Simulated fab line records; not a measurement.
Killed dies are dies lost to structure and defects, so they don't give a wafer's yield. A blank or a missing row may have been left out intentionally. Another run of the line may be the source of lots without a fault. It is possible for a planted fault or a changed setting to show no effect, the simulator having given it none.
fab line records :: flow ritCmos
record
  lots=6
  wafers=18
  lastDay=7
route steps=202 shown CONTACT@168 M1@202
lots that met no fault: from a run of the same line without faults
startH: start of the lot's first displayed wafer, in hours after the record's first day :: waitH: hours from the lot's prior step to this one :: " identical to the entry in the row above :: L1.1+2: several wafers, shown together as one row :: - value missing, or start not given :: * or withheld: withheld :: < > ~ a bound
route shown NAME@n: NAME is a module with steps in the file, n the number in the route of the first one :: usual: mean/standard deviation taken from wafers without a fault :: same: alike in all rows :: chamber/n: place in a boat :: sites: the reading at each site :: _std_site: their standard deviation :: _edge_site: the outer-site mean with the inner-site mean subtracted :: radiusMm: for every site, how far away it sits from the centre of the wafer :: mask NAME#n: copy n :: behind: the tool/chamber that last shaped the wafer :: hold: reason for holding the lot/hours on hold/outcome of the hold :: device: the n, p or np transistor that did not switch :: end of line: the route-end tests of the same wafers :: step lacking rows: just its recipe :: killed: dies that structure and defects cost at the first sort, which is not the same as the wafer's yield :: map: shows each die of a wafer: x if killed, . if not, _ if none is there
set.NAME: the run value of the setting; set.NAME@STEP: its run value at that earlier step :: model.NAME: the simulator's own value behind a step, which no gauge read
lots seen at some steps along the route; tables by step, rows by wafer
services: when a tool's chamber went out of use (startH, in hours from the record's first day, below 0 if earlier), for how many hours, and the reason
## steps
# step RIT_CONTACT_CVD_00
# recipe
  material=SiO2
  targetThkNm=400
  precursor=TEOS
  tempC=390
  timeS=62.35
  rfW=400
# usual
  heaterPowerW=318/53
lot.wafer: L573.1
tool: pecvd-02
chamber: 2
startH: 74.96
waitH: 0.1
heaterPowerW: 284

lot.wafer: L573.2
tool: pecvd-02
chamber: 1
startH: 74.96
waitH: 0.1
heaterPowerW: 350

lot.wafer: L573.6
tool: pecvd-02
chamber: 0
startH: 74.96
waitH: 0.1
heaterPowerW: 241

lot.wafer: L574.3
tool: pecvd-04
chamber: 0
startH: 76.15
waitH: 0.0
heaterPowerW: 289

lot.wafer: L574.4
tool: pecvd-04
chamber: 0
startH: 76.15
waitH: 0.0
heaterPowerW: 301

lot.wafer: L574.6
tool: pecvd-04
chamber: 1
startH: 76.15
waitH: 0.0
heaterPowerW: 277

lot.wafer: L584.1
tool: pecvd-01
chamber: 2
startH: 125.85
waitH: 0.1
heaterPowerW: 255

lot.wafer: L584.4
tool: pecvd-01
chamber: 2
startH: 125.85
waitH: 0.1
heaterPowerW: 271

lot.wafer: L584.6
tool: pecvd-01
chamber: 0
startH: 125.85
waitH: 0.1
heaterPowerW: 398

lot.wafer: L585.1
tool: pecvd-02
chamber: 1
startH: 130.52
waitH: 0.1
heaterPowerW: 361

lot.wafer: L585.2
tool: pecvd-02
chamber: 0
startH: 130.52
waitH: 0.1
heaterPowerW: 280

lot.wafer: L585.4
tool: pecvd-02
chamber: 2
startH: 130.52
waitH: 0.1
heaterPowerW: 337

lot.wafer: L589.1
tool: pecvd-04
chamber: 0
startH: 152.52
waitH: 0.1
heaterPowerW: 293

lot.wafer: L589.2
tool: pecvd-04
chamber: 2
startH: 152.52
waitH: 0.1
heaterPowerW: 398

lot.wafer: L589.3
tool: pecvd-04
chamber: 1
startH: 152.52
waitH: 0.1
heaterPowerW: 278

lot.wafer: L590.3
tool: pecvd-01
chamber: 1
startH: 161.89
waitH: 0.0
heaterPowerW: 272

lot.wafer: L590.4
tool: pecvd-01
chamber: 0
startH: 161.89
waitH: 0.0
heaterPowerW: 298

lot.wafer: L590.6
tool: pecvd-01
chamber: 1
startH: 161.89
waitH: 0.0
heaterPowerW: 284
# step RIT_CONTACT_THK_MEAS_01
# recipe
  reads=SiO2_of_CONTACT_CVD_00
# usual
  CONTACT_TEOS_THK=409/4.5
lot.wafer: L573.1
tool: filmMetro-02
chamber: -
startH: 75.01
waitH: 0.0
CONTACT_TEOS_THK[nm]: 401

lot.wafer: L573.2
tool: filmMetro-02
chamber: -
startH: 75.01
waitH: 0.0
CONTACT_TEOS_THK[nm]: 401

lot.wafer: L573.6
tool: filmMetro-02
chamber: -
startH: 75.01
waitH: 0.0
CONTACT_TEOS_THK[nm]: 410

lot.wafer: L574.3
tool: filmMetro-01
chamber: -
startH: 76.22
waitH: 0.0
CONTACT_TEOS_THK[nm]: 409

lot.wafer: L574.4
tool: filmMetro-01
chamber: -
startH: 76.22
waitH: 0.0
CONTACT_TEOS_THK[nm]: 411

lot.wafer: L574.6
tool: filmMetro-01
chamber: -
startH: 76.22
waitH: 0.0
CONTACT_TEOS_THK[nm]: 413

lot.wafer: L584.1
tool: filmMetro-01
chamber: -
startH: 125.90
waitH: 0.0
CONTACT_TEOS_THK[nm]: 410

lot.wafer: L584.4
tool: filmMetro-01
chamber: -
startH: 125.90
waitH: 0.0
CONTACT_TEOS_THK[nm]: 415

lot.wafer: L584.6
tool: filmMetro-01
chamber: -
startH: 125.90
waitH: 0.0
CONTACT_TEOS_THK[nm]: 414

lot.wafer: L585.1
tool: filmMetro-01
chamber: -
startH: 130.57
waitH: 0.0
CONTACT_TEOS_THK[nm]: 406

lot.wafer: L585.2
tool: filmMetro-01
chamber: -
startH: 130.57
waitH: 0.0
CONTACT_TEOS_THK[nm]: 408

lot.wafer: L585.4
tool: filmMetro-01
chamber: -
startH: 130.57
waitH: 0.0
CONTACT_TEOS_THK[nm]: 410

lot.wafer: L589.1
tool: filmMetro-03
chamber: -
startH: 152.57
waitH: 0.0
CONTACT_TEOS_THK[nm]: 397

lot.wafer: L589.2
tool: filmMetro-03
chamber: -
startH: 152.57
waitH: 0.0
CONTACT_TEOS_THK[nm]: 407

lot.wafer: L589.3
tool: filmMetro-03
chamber: -
startH: 152.57
waitH: 0.0
CONTACT_TEOS_THK[nm]: 406

lot.wafer: L590.3
tool: filmMetro-03
chamber: -
startH: 161.96
waitH: 0.0
CONTACT_TEOS_THK[nm]: 410

lot.wafer: L590.4
tool: filmMetro-03
chamber: -
startH: 161.96
waitH: 0.0
CONTACT_TEOS_THK[nm]: 412

lot.wafer: L590.6
tool: filmMetro-03
chamber: -
startH: 161.96
waitH: 0.0
CONTACT_TEOS_THK[nm]: 412
# step RIT_CONTACT_HMDS_02
# recipe
  primeTimeS=60
  primeTempC=140
# step RIT_CONTACT_COAT_03
# recipe
  resist=NOVOLAK
  spinRpm=3250
  resistThkNm=991.3
# step RIT_CONTACT_SOFTBAKE_04
# recipe
  resist=NOVOLAK
  tempC=90
  timeS=60
# step RIT_CONTACT_EXPOSE_05
# recipe
  maskId=M11
  na=0.6
  sourceShape=conventional
  sigmaOuter=0.5
  targetCdNm=1000
  doseMj=250
# step RIT_CONTACT_PEB_06
# recipe
  resist=NOVOLAK
  tempC=withheld
  timeS=withheld
# step RIT_CONTACT_DEVELOP_07
# recipe
  resist=NOVOLAK
  developTimeS=120
  devTempC=23
# step RIT_CONTACT_CD_MEAS_08
# recipe
  targetCdNm=1000
# usual
  cdNm=999.8/2.2
lot.wafer: L573.1
tool: cdSem-01
chamber: -
startH: 76.04
waitH: -
cdNm: 998.6

lot.wafer: L573.2
tool: cdSem-01
chamber: -
startH: 76.04
waitH: -
cdNm: 998.5

lot.wafer: L573.6
tool: cdSem-01
chamber: -
startH: 76.04
waitH: -
cdNm: 997.9

lot.wafer: L574.3
tool: cdSem-01
chamber: -
startH: 77.27
waitH: -
cdNm: 1002.8

lot.wafer: L574.4
tool: cdSem-01
chamber: -
startH: 77.27
waitH: -
cdNm: 1001.3

lot.wafer: L574.6
tool: cdSem-01
chamber: -
startH: 77.27
waitH: -
cdNm: 999.8

lot.wafer: L584.1
tool: cdSem-02
chamber: -
startH: 127.05
waitH: -
cdNm: 999.6

lot.wafer: L584.4
tool: cdSem-02
chamber: -
startH: 127.05
waitH: -
cdNm: 998.4

lot.wafer: L584.6
tool: cdSem-02
chamber: -
startH: 127.05
waitH: -
cdNm: 999.6

lot.wafer: L585.1
tool: cdSem-02
chamber: -
startH: 131.60
waitH: -
cdNm: 1000.7

lot.wafer: L585.2
tool: cdSem-02
chamber: -
startH: 131.60
waitH: -
cdNm: 1000.2

lot.wafer: L585.4
tool: cdSem-02
chamber: -
startH: 131.60
waitH: -
cdNm: 1002.6

lot.wafer: L589.1
tool: cdSem-01
chamber: -
startH: 153.60
waitH: -
cdNm: 996.8

lot.wafer: L589.2
tool: cdSem-01
chamber: -
startH: 153.60
waitH: -
cdNm: 995.2

lot.wafer: L589.3
tool: cdSem-01
chamber: -
startH: 153.60
waitH: -
cdNm: 995.2

lot.wafer: L590.3
tool: cdSem-02
chamber: -
startH: 163.00
waitH: -
cdNm: 1002.6

lot.wafer: L590.4
tool: cdSem-02
chamber: -
startH: 163.00
waitH: -
cdNm: 1001.2

lot.wafer: L590.6
tool: cdSem-02
chamber: -
startH: 163.00
waitH: -
cdNm: 1001.6
# step RIT_CONTACT_OVL_MEAS_09
# usual
  CONTACT_OVL=-0.2/1.3
lot.wafer: L573.1
tool: overlay-01
chamber: -
startH: 76.16
waitH: 0.1
CONTACT_OVL[nm]: 1.3

lot.wafer: L573.2
tool: overlay-01
chamber: -
startH: 76.16
waitH: 0.1
CONTACT_OVL[nm]: -0.1

lot.wafer: L573.6
tool: overlay-01
chamber: -
startH: 76.16
waitH: 0.1
CONTACT_OVL[nm]: 1.8

lot.wafer: L574.3
tool: overlay-02
chamber: -
startH: 77.36
waitH: 0.1
CONTACT_OVL[nm]: -2.0

lot.wafer: L574.4
tool: overlay-02
chamber: -
startH: 77.36
waitH: 0.1
CONTACT_OVL[nm]: -1.2

lot.wafer: L574.6
tool: overlay-02
chamber: -
startH: 77.36
waitH: 0.1
CONTACT_OVL[nm]: -1.0

lot.wafer: L584.1
tool: overlay-01
chamber: -
startH: 127.17
waitH: 0.1
CONTACT_OVL[nm]: 1.8

lot.wafer: L584.4
tool: overlay-01
chamber: -
startH: 127.17
waitH: 0.1
CONTACT_OVL[nm]: 1.0

lot.wafer: L584.6
tool: overlay-01
chamber: -
startH: 127.17
waitH: 0.1
CONTACT_OVL[nm]: 1.4

lot.wafer: L585.1
tool: overlay-02
chamber: -
startH: 131.72
waitH: 0.1
CONTACT_OVL[nm]: -0.7

lot.wafer: L585.2
tool: overlay-02
chamber: -
startH: 131.72
waitH: 0.1
CONTACT_OVL[nm]: -2.1

lot.wafer: L585.4
tool: overlay-02
chamber: -
startH: 131.72
waitH: 0.1
CONTACT_OVL[nm]: 1.0

lot.wafer: L589.1
tool: overlay-01
chamber: -
startH: 153.72
waitH: 0.1
CONTACT_OVL[nm]: 0.5

lot.wafer: L589.2
tool: overlay-01
chamber: -
startH: 153.72
waitH: 0.1
CONTACT_OVL[nm]: 1.3

lot.wafer: L589.3
tool: overlay-01
chamber: -
startH: 153.72
waitH: 0.1
CONTACT_OVL[nm]: 0.0

lot.wafer: L590.3
tool: overlay-01
chamber: -
startH: 163.09
waitH: 0.1
CONTACT_OVL[nm]: 0.3

lot.wafer: L590.4
tool: overlay-01
chamber: -
startH: 163.09
waitH: 0.1
CONTACT_OVL[nm]: 1.5

lot.wafer: L590.6
tool: overlay-01
chamber: -
startH: 163.09
waitH: 0.1
CONTACT_OVL[nm]: -0.6
# step RIT_CONTACT_HARDBAKE_10
# recipe
  resist=NOVOLAK
  tempC=140
  timeS=60
# step RIT_CONTACT_ETCH_11
# recipe
  targetDepthA=4800
  overEtchFrac=0.2
  stopOn=TiSi2
  chemistry=CHF3/CF4/Ar
  target=SiO2
  CHF3_flow_sccm=50
  cf4FlowSccm=10
  Ar_flow_sccm=100
  O2_flow_sccm=5
  pressureMtorr=100
  rfW=200
  timeS=320
# usual
  cf4FlowSccm=9.996/0.028
  drypumpMotorCurrentA=5.8/0.56
  oesProductAu=0.991/0.014
  throttleValvePct=8.80/0.1
lot.wafer: L573.1
tool: rieDiel-01
chamber: 0
startH: 76.34
waitH: 0.1
cf4FlowSccm: 10.007
drypumpMotorCurrentA: 6.4
oesProductAu: 0.999
rfHoursCounterH: 6
throttleValvePct: 8.74

lot.wafer: L573.2
tool: rieDiel-01
chamber: 1
startH: 76.34
waitH: 0.1
cf4FlowSccm: 10.055
drypumpMotorCurrentA: 6.3
oesProductAu: 0.974
rfHoursCounterH: 71
throttleValvePct: 8.81

lot.wafer: L573.6
tool: rieDiel-01
chamber: 0
startH: 76.34
waitH: 0.1
cf4FlowSccm: 10.037
drypumpMotorCurrentA: 6.5
oesProductAu: 1.000
rfHoursCounterH: -
throttleValvePct: 8.74

lot.wafer: L574.3
tool: rieDiel-02
chamber: 2
startH: 77.66
waitH: 0.1
cf4FlowSccm: 10.045
drypumpMotorCurrentA: 5.4
oesProductAu: 1.009
rfHoursCounterH: 6
throttleValvePct: 8.95

lot.wafer: L574.4
tool: rieDiel-02
chamber: 0
startH: 77.66
waitH: 0.1
cf4FlowSccm: 10.020
drypumpMotorCurrentA: 5.4
oesProductAu: 0.983
rfHoursCounterH: 8
throttleValvePct: 8.83

lot.wafer: L574.6
tool: rieDiel-02
chamber: 2
startH: 77.66
waitH: 0.1
cf4FlowSccm: 10.051
drypumpMotorCurrentA: 5.4
oesProductAu: 1.022
rfHoursCounterH: -
throttleValvePct: 8.93

lot.wafer: L584.1
tool: rieDiel-02
chamber: 2
startH: 127.36
waitH: 0.1
cf4FlowSccm: 9.967
drypumpMotorCurrentA: 5.4
oesProductAu: 1.016
rfHoursCounterH: 7
throttleValvePct: 8.95

lot.wafer: L584.4
tool: rieDiel-02
chamber: 0
startH: 127.36
waitH: 0.1
cf4FlowSccm: 10.044
drypumpMotorCurrentA: 5.4
oesProductAu: 0.988
rfHoursCounterH: 9
throttleValvePct: 8.83

lot.wafer: L584.6
tool: rieDiel-02
chamber: 0
startH: 127.36
waitH: 0.1
cf4FlowSccm: 10.013
drypumpMotorCurrentA: 5.4
oesProductAu: 0.983
rfHoursCounterH: -
throttleValvePct: 8.83

lot.wafer: L585.1
tool: rieDiel-03
chamber: 2
startH: 131.91
waitH: 0.1
cf4FlowSccm: 9.968
drypumpMotorCurrentA: 5.6
oesProductAu: 0.987
rfHoursCounterH: 120
throttleValvePct: 8.86

lot.wafer: L585.2
tool: rieDiel-03
chamber: 3
startH: 131.91
waitH: 0.1
cf4FlowSccm: 10.004
drypumpMotorCurrentA: 6.5
oesProductAu: 0.978
rfHoursCounterH: 109
throttleValvePct: 8.71

lot.wafer: L585.4
tool: rieDiel-03
chamber: 1
startH: 131.91
waitH: 0.1
cf4FlowSccm: 10.025
drypumpMotorCurrentA: 5.3
oesProductAu: 0.954
rfHoursCounterH: 69
throttleValvePct: 8.91

lot.wafer: L589.1
tool: rieDiel-01
chamber: 1
startH: 153.94
waitH: 0.1
cf4FlowSccm: 9.975
drypumpMotorCurrentA: 6.3
oesProductAu: 0.980
rfHoursCounterH: 72
throttleValvePct: 8.82

lot.wafer: L589.2
tool: rieDiel-01
chamber: 0
startH: 153.94
waitH: 0.1
cf4FlowSccm: 9.958
drypumpMotorCurrentA: 6.5
oesProductAu: 0.990
rfHoursCounterH: 7
throttleValvePct: 8.75

lot.wafer: L589.3
tool: rieDiel-01
chamber: 2
startH: 153.94
waitH: 0.1
cf4FlowSccm: 9.951
drypumpMotorCurrentA: 6.4
oesProductAu: 0.993
rfHoursCounterH: 8
throttleValvePct: 8.86

lot.wafer: L590.3
tool: rieDiel-02
chamber: 0
startH: 163.27
waitH: 0.1
cf4FlowSccm: 9.994
drypumpMotorCurrentA: 5.3
oesProductAu: 0.993
rfHoursCounterH: 10
throttleValvePct: 8.82

lot.wafer: L590.4
tool: rieDiel-02
chamber: 3
startH: 163.27
waitH: 0.1
cf4FlowSccm: 9.982
drypumpMotorCurrentA: 6.2
oesProductAu: 0.987
rfHoursCounterH: 108
throttleValvePct: 8.91

lot.wafer: L590.6
tool: rieDiel-02
chamber: 1
startH: 163.27
waitH: 0.1
cf4FlowSccm: 9.991
drypumpMotorCurrentA: 5.7
oesProductAu: 1.012
rfHoursCounterH: -
throttleValvePct: 8.66
# step RIT_CONTACT_STRIP_12
# recipe
  chemistry=O2
  timeS=180
  resist=NOVOLAK
  platenTempC=withheld
  powerW=500
  pressureMtorr=4000
  o2FlowSccm=4000
# usual
  drypumpMotorCurrentA=5.5/0.4
  runLengthS=208.1/0.49
lot.wafer: L573.1
tool: plasmaAsher-04
chamber: 1
startH: 76.54
waitH: 0.1
drypumpMotorCurrentA: 5.3
rfHoursCounterH: 28
runLengthS: 207.2

lot.wafer: L573.2
tool: plasmaAsher-04
chamber: 0
startH: 76.54
waitH: 0.1
drypumpMotorCurrentA: 5.7
rfHoursCounterH: 28
runLengthS: 208.7

lot.wafer: L573.6
tool: plasmaAsher-04
chamber: 1
startH: 76.54
waitH: 0.1
drypumpMotorCurrentA: 5.3
rfHoursCounterH: -
runLengthS: 207.3

lot.wafer: L574.3
tool: plasmaAsher-04
chamber: 1
startH: 77.91
waitH: 0.2
drypumpMotorCurrentA: 5.3
rfHoursCounterH: -
runLengthS: 207.2

lot.wafer: L574.4
tool: plasmaAsher-04
chamber: 0
startH: 77.91
waitH: 0.2
drypumpMotorCurrentA: 5.7
rfHoursCounterH: -
runLengthS: 208.8

lot.wafer: L574.6
tool: plasmaAsher-04
chamber: 1
startH: 77.91
waitH: 0.2
drypumpMotorCurrentA: 5.3
rfHoursCounterH: -
runLengthS: 207.2

lot.wafer: L584.1
tool: plasmaAsher-01
chamber: 1
startH: 127.55
waitH: 0.1
drypumpMotorCurrentA: 6.2
rfHoursCounterH: 1
runLengthS: 207.8

lot.wafer: L584.4
tool: plasmaAsher-01
chamber: 0
startH: 127.55
waitH: 0.1
drypumpMotorCurrentA: 5.3
rfHoursCounterH: -
runLengthS: 264.6

lot.wafer: L584.6
tool: plasmaAsher-01
chamber: 0
startH: 127.55
waitH: 0.1
drypumpMotorCurrentA: 5.3
rfHoursCounterH: -
runLengthS: 264.7

lot.wafer: L585.1
tool: plasmaAsher-01
chamber: 0
startH: 132.10
waitH: 0.1
drypumpMotorCurrentA: 5.3
rfHoursCounterH: 1
runLengthS: 264.5

lot.wafer: L585.2
tool: plasmaAsher-01
chamber: 1
startH: 132.10
waitH: 0.1
drypumpMotorCurrentA: 6.1
rfHoursCounterH: 1
runLengthS: 208.4

lot.wafer: L585.4
tool: plasmaAsher-01
chamber: 1
startH: 132.10
waitH: 0.1
drypumpMotorCurrentA: 6.2
rfHoursCounterH: -
runLengthS: 208.4

lot.wafer: L589.1
tool: plasmaAsher-04
chamber: 0
startH: 154.14
waitH: 0.1
drypumpMotorCurrentA: 5.7
rfHoursCounterH: 35
runLengthS: 208.6

lot.wafer: L589.2
tool: plasmaAsher-04
chamber: 1
startH: 154.14
waitH: 0.1
drypumpMotorCurrentA: 5.3
rfHoursCounterH: 35
runLengthS: 207.2

lot.wafer: L589.3
tool: plasmaAsher-04
chamber: 0
startH: 154.14
waitH: 0.1
drypumpMotorCurrentA: 5.7
rfHoursCounterH: -
runLengthS: 208.7

lot.wafer: L590.3
tool: plasmaAsher-03
chamber: 1
startH: 163.52
waitH: 0.2
drypumpMotorCurrentA: 5.8
rfHoursCounterH: -
runLengthS: 208.8

lot.wafer: L590.4
tool: plasmaAsher-03
chamber: 0
startH: 163.52
waitH: 0.2
drypumpMotorCurrentA: 5.0
rfHoursCounterH: -
runLengthS: 207.8

lot.wafer: L590.6
tool: plasmaAsher-03
chamber: 0
startH: 163.52
waitH: 0.2
drypumpMotorCurrentA: 5.0
rfHoursCounterH: -
runLengthS: 208.0
# step RIT_CONTACT_CD_MEAS_90
# recipe
  targetCdNm=1000
# usual
  cdNm=999.8/2.2
lot.wafer: L573.1
tool: cdSem-02
chamber: -
startH: 76.71
waitH: 0.1
cdNm: 999.4

lot.wafer: L573.2
tool: cdSem-02
chamber: -
startH: 76.71
waitH: 0.1
cdNm: 998.5

lot.wafer: L573.6
tool: cdSem-02
chamber: -
startH: 76.71
waitH: 0.1
cdNm: 998.2

lot.wafer: L574.3
tool: cdSem-01
chamber: -
startH: 78.07
waitH: 0.1
cdNm: 1003.4

lot.wafer: L574.4
tool: cdSem-01
chamber: -
startH: 78.07
waitH: 0.1
cdNm: 1001.2

lot.wafer: L574.6
tool: cdSem-01
chamber: -
startH: 78.07
waitH: 0.1
cdNm: 999.5

lot.wafer: L584.1
tool: cdSem-01
chamber: -
startH: 127.73
waitH: 0.1
cdNm: 999.8

lot.wafer: L584.4
tool: cdSem-01
chamber: -
startH: 127.73
waitH: 0.1
cdNm: 998.7

lot.wafer: L584.6
tool: cdSem-01
chamber: -
startH: 127.73
waitH: 0.1
cdNm: 999.1

lot.wafer: L585.1
tool: cdSem-01
chamber: -
startH: 132.28
waitH: 0.1
cdNm: 1000.5

lot.wafer: L585.2
tool: cdSem-01
chamber: -
startH: 132.28
waitH: 0.1
cdNm: 1000.2

lot.wafer: L585.4
tool: cdSem-01
chamber: -
startH: 132.28
waitH: 0.1
cdNm: 1002.6

lot.wafer: L589.1
tool: cdSem-02
chamber: -
startH: 154.32
waitH: 0.1
cdNm: 996.8

lot.wafer: L589.2
tool: cdSem-02
chamber: -
startH: 154.32
waitH: 0.1
cdNm: 995.9

lot.wafer: L589.3
tool: cdSem-02
chamber: -
startH: 154.32
waitH: 0.1
cdNm: 994.9

lot.wafer: L590.3
tool: cdSem-01
chamber: -
startH: 163.68
waitH: 0.1
cdNm: 1002.2

lot.wafer: L590.4
tool: cdSem-01
chamber: -
startH: 163.68
waitH: 0.1
cdNm: 1001.0

lot.wafer: L590.6
tool: cdSem-01
chamber: -
startH: 163.68
waitH: 0.1
cdNm: 1001.8
# step RIT_M1_PROBE_99
# usual
  killedAtContacts=0.1/0.34
  killedAtFrontEnd=7/3
  killedDies=7/3.1
  killedOpen=3.4/1.9
  killedShort=3.4/2.1
# same
  grossDies=264
  killed_at_M0_to_M3=0
  killed_at_M4_up=0
  killedAtBackSide=0
  killedAtOther=0
lot.wafer: L573.1
tool: prober-02
chamber: -
startH: 81.38
waitH: 0.1
killedAtContacts: 0
killedAtFrontEnd: 4
killedDies: 4
killedOpen: 3
killedShort: 1

lot.wafer: L573.2
tool: prober-02
chamber: -
startH: 81.43
waitH: 0.1
killedAtContacts: 0
killedAtFrontEnd: 5
killedDies: 5
killedOpen: 2
killedShort: 3

lot.wafer: L573.6
tool: prober-02
chamber: -
startH: 81.63
waitH: 0.2
killedAtContacts: 0
killedAtFrontEnd: 6
killedDies: 6
killedOpen: 3
killedShort: 3

lot.wafer: L574.3
tool: prober-01
chamber: -
startH: 82.98
waitH: 0.2
killedAtContacts: 0
killedAtFrontEnd: 4
killedDies: 4
killedOpen: 3
killedShort: 1

lot.wafer: L574.4
tool: prober-01
chamber: -
startH: 83.03
waitH: 0.2
killedAtContacts: 0
killedAtFrontEnd: 3
killedDies: 3
killedOpen: 3
killedShort: 0

lot.wafer: L574.6
tool: prober-01
chamber: -
startH: 83.13
waitH: 0.2
killedAtContacts: 0
killedAtFrontEnd: 7
killedDies: 7
killedOpen: 3
killedShort: 4

lot.wafer: L584.1
tool: prober-01
chamber: -
startH: 132.24
waitH: 0.1
killedAtContacts: 0
killedAtFrontEnd: 6
killedDies: 6
killedOpen: 3
killedShort: 3

lot.wafer: L584.4
tool: prober-01
chamber: -
startH: 132.39
waitH: 0.2
killedAtContacts: 0
killedAtFrontEnd: 6
killedDies: 6
killedOpen: 2
killedShort: 4

lot.wafer: L584.6
tool: prober-01
chamber: -
startH: 132.49
waitH: 0.2
killedAtContacts: 0
killedAtFrontEnd: 10
killedDies: 10
killedOpen: 5
killedShort: 5
# killed by level:class
L573.1 FOX1:geometricParticle:short=1 FOX1:geometricParticle:open=1 REOX:geometricParticle:open=1 SILICIDE:geometricParticle:open=1
L573.2 GATE:geometricParticle:short=2 FOX2:geometricParticle:open=1 SPACER:geometricParticle:short=1 SPACER:geometricParticle:open=1
L573.6 FOX2:geometricParticle:open=1 FOX2:geometricParticle:short=1 REOX:geometricParticle:open=1 REOX:geometricParticle:short=1 SPACER:geometricParticle:short=1 SPACER:geometricParticle:open=1
L574.3 FOX2:geometricParticle:open=1 REOX:geometricParticle:open=1 REOX:geometricParticle:short=1 SPACER:geometricParticle:open=1
L574.4 FOX1:geometricParticle:open=1 GATE:geometricParticle:open=1 REOX:geometricParticle:open=1
L574.6 FOX2:geometricParticle:open=2 FOX2:geometricParticle:short=1 GATE:geometricParticle:short=1 REOX:geometricParticle:short=1 SPACER:geometricParticle:short=1 SPACER:geometricParticle:open=1
L584.1 GATE:geometricParticle:short=3 FOX1:geometricParticle:open=1 SPACER:geometricParticle:open=1 SILICIDE:geometricParticle:open=1
L584.4 GATE:geometricParticle:short=2 FOX1:geometricParticle:short=1 FOX2:geometricParticle:short=1 GATE:geometricParticle:open=1 SPACER:geometricParticle:open=1
L584.6 GATE:geometricParticle:short=2 SILICIDE:geometricParticle:open=2 FOX1:geometricParticle:open=1 FOX2:geometricParticle:open=1 REOX:geometricParticle:short=1 SPACER:geometricParticle:short=1 SPACER:geometricParticle:open=1 SILICIDE:geometricParticle:short=1
## services
tool: pecvd-02
chamber: 2
startH: 60.50
hours: 3.6
kind: repair

tool: pecvd-02
chamber: 0
startH: 93.11
hours: 21.0
kind: repair

tool: plasmaAsher-01
chamber: -
startH: 108.75
hours: 9.0
kind: pm

tool: plasmaAsher-01
chamber: 0
startH: 108.75
hours: 9.0
kind: ventCycle

tool: plasmaAsher-01
chamber: 1
startH: 108.75
hours: 9.0
kind: ventCycle

tool: plasmaAsher-01
chamber: 0
startH: 117.75
hours: -
kind: clean

tool: plasmaAsher-01
chamber: 1
startH: 117.75
hours: -
kind: clean

tool: plasmaAsher-04
chamber: -
startH: 130.92
hours: 14.6
kind: repair

tool: pecvd-04
chamber: -
startH: 135.69
hours: 0.4
kind: repair

tool: rieDiel-01
chamber: 2
startH: 138.51
hours: 1.3
kind: repair

tool: rieDiel-03
chamber: 0
startH: 142.89
hours: 2.0
kind: repair
## key
firstSign
  step=RIT_CONTACT_STRIP_12
  reading=runLengthS
  direction=up
  sigmas=99+
  usual=*
  struck=*
effect none on later readings
metAt RIT_CONTACT_STRIP_12
struckWafers L584.4,L584.6,L585.1
testerLeftOut L584,L585
fault
  kind=processParameterDrift
  tool=plasmaAsher-01
  chamber=0
  onsetH=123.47
  steps=RIT_CONTACT_STRIP_12
  channel=timeS
  offset=*
  shape=step
  endH=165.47
  actsIn=*
  stated=*
# testerLeftOut: of these lots the tester's yield and bins aren't shown, on N5 and GAA mostly nor the transistor test; their killed dies are dies lost to structure and defects alone, not to doping, threshold or leakage, so they don't give the yield
